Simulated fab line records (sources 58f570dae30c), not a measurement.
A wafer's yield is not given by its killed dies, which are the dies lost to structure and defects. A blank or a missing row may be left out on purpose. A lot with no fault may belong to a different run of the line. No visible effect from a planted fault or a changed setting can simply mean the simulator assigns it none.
Problem report, 8D (eight disciplines) form, completed by code	flow berkeleyCmos170	the parts of the form that need people (team, actions taken, sign-off) are left out

== 1. WHAT IS WRONG ==
WELLDRIVE_OXIDE_THK at UCB170_WELLDRIVE_THK_MEAS_02 reads a mean of 162 nm on 6 wafers of 2 lots; wafers without a fault read 200 nm with a standard deviation of 4.3. That puts it -8.8 standard deviations away from the usual mean.
First seen on wafer L527.1, day 5 01:37, on filmMetro-01. The record has a number at this step for 42 wafers belonging to 14 lots. By rule, "out" or "out of limits" means more than 4 standard deviations away from the usual mean. All remaining wafers that have a number are taken as sound.

== 2. WHAT THIS IS AND IS NOT ==
question	is	is not
which readings at this step	WELLDRIVE_OXIDE_THK	-
which lots	L526, L527	L519, L520, L521, L523, L533, L536, L537, L538, L539, L540, L541, L542
which wafers of those lots	all that have a number	-
read on which gauges	filmMetro-01, filmMetro-04	filmMetro-02
when	from day 5 01:37	up to then (12 sound wafers); but 24 sound wafers of L533, L536, L537, L538, L539, L540, L541, L542 came after

== 3. SUSPECTS, AND WHAT RULES EACH OUT ==
Counting: a tool at any process step up to the reading remains a suspect when it ran all the lots that are out and ran no sound lot after the first of those.
- the gauge at UCB170_WELLDRIVE_THK_MEAS_02 is ruled out. 2 gauges (filmMetro-01, filmMetro-04) read the wafers that are out.
- furnace-02 at UCB170_WELLDRIVE_OXIDATION_01 (target thk 199 nm, ox time 9000 s): kept. All lots that are out passed through it, beginning with L526 at day 4 22:07, and no sound lot followed; its final sound lot before that point was L523 at day 4 02:59. Out on those wafers are its own readings of spikeTcCentreC, spikeTcLoadC, spikeTcSourceC, tubeCenterTempC, tube_center_temp_C_max.
After counting, what remains is furnace-02 at UCB170_WELLDRIVE_OXIDATION_01.

== 4. THE CAUSE (what the simulator had put in) ==
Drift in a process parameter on furnace-02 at UCB170_WELLDRIVE_OXIDATION_01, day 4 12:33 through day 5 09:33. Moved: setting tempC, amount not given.
Only this tool survived the counting.

== 5. SEQUENCE OF EFFECTS, ordered by route ==
Rows list readings where the struck wafers' mean (over those with a number) sits beyond 3 standard deviations from the usual. Scope: only readings with a usual standard deviation given in the record; hours: median across lots of the time from each lot's start at the first step in this table that gives one to its start at this step; sigmas: change in usual standard deviations.
hours	step	reading	usual	on struck wafers	change	sigmas
0	UCB170_WELLDRIVE_OXIDATION_01	spikeTcCentreC	1102.7 C	1070.6	-32.1	-29
0	UCB170_WELLDRIVE_OXIDATION_01	spikeTcLoadC	1130 C	1093	-37	-11
0	UCB170_WELLDRIVE_OXIDATION_01	spikeTcSourceC	1127 C	1089	-38	-9.7
0	UCB170_WELLDRIVE_OXIDATION_01	tubeCenterTempC	1100 C	1068	-32	-99 or more
0	UCB170_WELLDRIVE_OXIDATION_01	tube_center_temp_C_max	1102.8	1071.5	-31.3	-65
4	UCB170_WELLDRIVE_THK_MEAS_02	WELLDRIVE_OXIDE_THK	200 nm	162	-38	-8.8
Its process steps:
- UCB170_WELLDRIVE_OXIDATION_01: target thk 199 nm, ox time 9000 s.
At these later measuring or inspecting steps, every struck wafer for which the step has a row has a number for every such reading, and none has moved that far: UCB170_SDANNEAL_RS_MEAS_02.

== 6. HOW IT WOULD HAVE BEEN CAUGHT EARLIER ==
13 hours passed between the start of the fault at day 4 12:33 and the first reading out of limits at a measuring or inspecting step in this record, taken at day 5 01:37.
Tool's own readings at UCB170_WELLDRIVE_OXIDATION_01, spikeTcCentreC, spikeTcLoadC, spikeTcSourceC, tubeCenterTempC, tube_center_temp_C_max: out on all struck wafers the step has rows for; an alarm limit on them would have tripped on the first.
Each of the lots that are out, 2 in all, had begun UCB170_WELLDRIVE_OXIDATION_01 on furnace-02 no later than day 5 01:37. None of them would have been spared by holding the tool at that moment.
